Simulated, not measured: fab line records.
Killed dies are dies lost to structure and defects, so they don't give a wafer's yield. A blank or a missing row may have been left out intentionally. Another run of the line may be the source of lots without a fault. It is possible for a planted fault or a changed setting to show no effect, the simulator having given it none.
Which tool is to blame?    flow rit cmos    Sampling: 6 lots, 18 wafers, 2 of 202 route steps

## WHAT THE GAUGES SHOWED, per wafer
RIT_FOX2_THK_MEAS_01.
lot   measured     on             FOX2_OXIDE_THK (nm)
L693  day 2 00:43  film metro-01  353 350 356
L695  day 2 10:46  film metro-04  362 357 362
L697  day 2 20:28  film metro-01  349 353 355
L700  day 3 14:42  film metro-01  343 343 341
L702  day 3 22:20  film metro-03  347 347 343
L712  day 6 02:23  film metro-04  363 368 369

## WHICH TOOL RAN EACH LOT (tool, then ch and the chambers of the sampled wafers, then the start)
lot   RIT_FOX2_OXIDATION_00
L693  furnace-03 ch 0, day 1 23:23
L695  furnace-01 ch 0, day 2 09:27
L697  furnace-01 ch 0, day 2 19:08
L700  furnace-03 ch 0, day 3 13:23
L702  furnace-04 ch 0, day 3 21:01
L712  furnace-01 ch 0, day 6 01:04
- RIT_FOX2_OXIDATION_00: target thk 350.7 nm, ox time 1130 s.

## THE ANSWER, worked out from the rows above alone
Rule: what is usual is taken from the lots themselves. The widest of any qualifying gaps counts: lots, ordered by their means at a reading, are off when they make up no more than a third of the lots, leave a main group of 4 or more, and stand apart from it by 3 or more times the standard deviation of that group's means. Not used: any main group whose means are identical at the precision the tables above print for the reading. A lot without any number at a reading at which 4 lots or more have one is off too. The other lots that the step has rows for count as sound.
No lot is off at any reading shown: from this, nothing can be told.

## WHAT HAD BEEN PUT IN BY THE SIMULATOR
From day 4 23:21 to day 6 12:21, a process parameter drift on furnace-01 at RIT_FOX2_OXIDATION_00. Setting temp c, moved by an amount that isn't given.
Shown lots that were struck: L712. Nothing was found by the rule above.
